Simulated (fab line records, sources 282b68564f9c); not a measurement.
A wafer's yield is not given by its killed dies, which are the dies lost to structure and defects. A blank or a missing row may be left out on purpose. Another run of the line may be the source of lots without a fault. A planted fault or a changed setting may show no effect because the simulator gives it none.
The tool behind it: which one? / flow rit cmos / 15 lots, 45 wafers sampled, at 2 steps of a route of 202

## WHAT THE GAUGES READ, wafer by wafer
The record lacks any reading of a measuring or inspecting step that a usual standard deviation could be used to judge.

## WHAT TOOL EACH LOT RAN ON (gives the tool, then ch and the chambers of the sampled wafers, and finally the start)
lot=L516; RIT_CONTACT_CLEAN_13=wet bench-01 ch 1, day 3 07:40; RIT_M1_PROBE_99=prober-02, day 3 12:23
lot=L517; RIT_CONTACT_CLEAN_13=wet bench-01 ch 2, day 3 13:54; RIT_M1_PROBE_99=prober-01, day 3 18:37
lot=L518; RIT_CONTACT_CLEAN_13=wet bench-03 ch 3, day 3 19:56; RIT_M1_PROBE_99=prober-02, day 4 00:29
lot=L521; RIT_CONTACT_CLEAN_13=wet bench-02 ch 2, day 4 10:02; RIT_M1_PROBE_99=prober-01, day 4 14:40
lot=L523; RIT_CONTACT_CLEAN_13=wet bench-01 ch 1, day 4 15:56; RIT_M1_PROBE_99=prober-02, day 4 21:35
lot=L525; RIT_CONTACT_CLEAN_13=wet bench-02 ch 1, day 5 06:55; RIT_M1_PROBE_99=prober-02, day 5 12:34
lot=L526; RIT_CONTACT_CLEAN_13=wet bench-01 ch 1, day 5 07:46; RIT_M1_PROBE_99=prober-01, day 5 12:31
lot=L527; RIT_CONTACT_CLEAN_13=wet bench-01 ch 1, day 5 12:20; RIT_M1_PROBE_99=prober-02, day 5 17:50
lot=L531; RIT_CONTACT_CLEAN_13=wet bench-03 ch 0, day 6 10:32; RIT_M1_PROBE_99=prober-02, day 6 15:11
lot=L532; RIT_CONTACT_CLEAN_13=wet bench-02 ch 2, day 6 14:15; RIT_M1_PROBE_99=prober-01, day 6 18:51
lot=L534; RIT_CONTACT_CLEAN_13=wet bench-03 ch 3, day 6 21:59; RIT_M1_PROBE_99=prober-01, day 7 02:38
lot=L535; RIT_CONTACT_CLEAN_13=wet bench-03 ch 2, day 7 06:11; RIT_M1_PROBE_99=prober-02, day 7 10:37
lot=L537; RIT_CONTACT_CLEAN_13=wet bench-02 ch 0, day 7 15:08; RIT_M1_PROBE_99=prober-02, day 7 19:39
lot=L538; RIT_CONTACT_CLEAN_13=wet bench-02 ch 0, day 7 20:38; RIT_M1_PROBE_99=prober-01, day 8 01:08
lot=L539; RIT_CONTACT_CLEAN_13=wet bench-03 ch 2, day 8 00:36; RIT_M1_PROBE_99=prober-01, day 8 05:39
- RIT_CONTACT_CLEAN_13: cleans in SC1, time 600 s.
- RIT_M1_PROBE_99

## AS READ BY THE TOOLS THEMSELVES (means over the sampled wafers that have a number; for cases with no such wafer, the mark the record gives instead)
RIT_CONTACT_CLEAN_13. Usual: bath guard temp C 75.1 C, standard deviation 0.5; temp c 74.99 C, standard deviation 0.11.
lot=L516; tool=wet bench-01; bath guard temp C (C)=75.4; temp c (C)=74.83; flag=
lot=L517; tool=wet bench-01; bath guard temp C (C)=75.8; temp c (C)=74.98; flag=
lot=L518; tool=wet bench-03; bath guard temp C (C)=74.7; temp c (C)=74.81; flag=
lot=L521; tool=wet bench-02; bath guard temp C (C)=75.2; temp c (C)=74.89; flag=
lot=L523; tool=wet bench-01; bath guard temp C (C)=79.8; temp c (C)=79.16; flag=OFF
lot=L525; tool=wet bench-02; bath guard temp C (C)=74.7; temp c (C)=75.11; flag=
lot=L526; tool=wet bench-01; bath guard temp C (C)=79.8; temp c (C)=79.27; flag=OFF
lot=L527; tool=wet bench-01; bath guard temp C (C)=79.6; temp c (C)=79.29; flag=OFF
lot=L531; tool=wet bench-03; bath guard temp C (C)=74.6; temp c (C)=75.09; flag=
lot=L532; tool=wet bench-02; bath guard temp C (C)=75.1; temp c (C)=75.04; flag=
lot=L534; tool=wet bench-03; bath guard temp C (C)=74.7; temp c (C)=75.17; flag=
lot=L535; tool=wet bench-03; bath guard temp C (C)=74.5; temp c (C)=74.84; flag=
lot=L537; tool=wet bench-02; bath guard temp C (C)=74.8; temp c (C)=74.93; flag=
lot=L538; tool=wet bench-02; bath guard temp C (C)=75.3; temp c (C)=74.98; flag=
lot=L539; tool=wet bench-03; bath guard temp C (C)=74.4; temp c (C)=74.85; flag=

RIT_M1_PROBE_99. Usual: killed_at_M0_to_M3 0.0, standard deviation 0.12; killed at contacts 0.0, standard deviation 0.22; killed at front end 7, standard deviation 3.1; killed dies 7, standard deviation 3.1; killed open 3.5, standard deviation 2.2; killed short 3.3, standard deviation 1.9.
lot=L516; tool=prober-02; killed_at_M0_to_M3=0.0; killed at contacts=0.0; killed at front end=7; killed dies=7; killed open=3.7; killed short=3.3; flag=
lot=L517; tool=prober-01; killed_at_M0_to_M3=0.0; killed at contacts=0.0; killed at front end=5; killed dies=5; killed open=2.3; killed short=2.3; flag=
lot=L518; tool=prober-02; killed_at_M0_to_M3=0.0; killed at contacts=0.0; killed at front end=8; killed dies=8; killed open=2.3; killed short=6.0; flag=
lot=L521; tool=prober-01; killed_at_M0_to_M3=0.0; killed at contacts=0.0; killed at front end=6; killed dies=6; killed open=2.7; killed short=3.7; flag=
lot=L523; tool=prober-02; killed_at_M0_to_M3=0.0; killed at contacts=0.0; killed at front end=6; killed dies=6; killed open=1.3; killed short=4.3; flag=
lot=L525; tool=prober-02; killed_at_M0_to_M3=0.0; killed at contacts=0.0; killed at front end=7; killed dies=7; killed open=3.0; killed short=3.7; flag=
lot=L526; tool=prober-01; killed_at_M0_to_M3=0.0; killed at contacts=0.0; killed at front end=7; killed dies=7; killed open=4.3; killed short=2.3; flag=
lot=L527; tool=prober-02; killed_at_M0_to_M3=0.0; killed at contacts=0.3; killed at front end=9; killed dies=9; killed open=6.3; killed short=2.7; flag=
lot=L531; tool=prober-02; killed_at_M0_to_M3=0.3; killed at contacts=0.0; killed at front end=9; killed dies=10; killed open=4.0; killed short=5.7; flag=
lot=L532; tool=prober-01; killed_at_M0_to_M3=0.0; killed at contacts=0.0; killed at front end=9; killed dies=9; killed open=4.0; killed short=4.7; flag=
lot=L534; tool=prober-01; killed_at_M0_to_M3=0.0; killed at contacts=0.0; killed at front end=5; killed dies=5; killed open=2.7; killed short=2.3; flag=
lot=L535; tool=prober-02; killed_at_M0_to_M3=0.0; killed at contacts=0.0; killed at front end=5; killed dies=5; killed open=1.3; killed short=3.7; flag=
lot=L537; tool=prober-02; killed_at_M0_to_M3=0.0; killed at contacts=0.0; killed at front end=5; killed dies=5; killed open=3.0; killed short=2.3; flag=
lot=L538; tool=prober-01; killed_at_M0_to_M3=0.0; killed at contacts=0.0; killed at front end=5; killed dies=5; killed open=2.3; killed short=3.0; flag=
lot=L539; tool=prober-01; killed_at_M0_to_M3=0.0; killed at contacts=0.0; killed at front end=6; killed dies=6; killed open=3.0; killed short=2.7; flag=

## THE ANSWER, worked out from the rows above alone
Rule: take the mean of a lot's wafers that have a number; if it is more than 3 standard deviations from the usual mean, the lot is off. Also off: a lot with no number at a reading for which 4 or more lots have one. Any other lot the step has rows for is counted as sound. First the gauges in route order, then the tools' own readings, where a lot's mean is used as printed above. At the first step where some lot is off, the reading lying furthest off is the one used; lots without a number count as furthest.
Off at RIT_CONTACT_CLEAN_13 (temp c): L523, L526, L527.
If a tool, at that step or one of the process steps before it, ran each lot that is off and ran no sound lot following the first of them, it fits. One candidate fits, namely wet bench-01 at RIT_CONTACT_CLEAN_13. A fault onset in the window from L517 (day 3 13:54, its last sound lot) to L523 (day 4 15:56, its first lot off) fits.
The tool's own readings at RIT_CONTACT_CLEAN_13 bear it out: on the lots that are off they differ by more than 5 times the standard deviation of the sound lots' means. bath guard temp C reads 79.7 C there against 74.9 C on the sound lots; temp c reads 79.24 C there against 74.96 C on the sound lots.

## WHAT HAD BEEN PUT IN BY THE SIMULATOR
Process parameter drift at RIT_CONTACT_CLEAN_13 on wet bench-01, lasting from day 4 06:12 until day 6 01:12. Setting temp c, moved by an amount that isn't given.
Struck lots among those shown: L523, L526, L527. The rule above found the same.
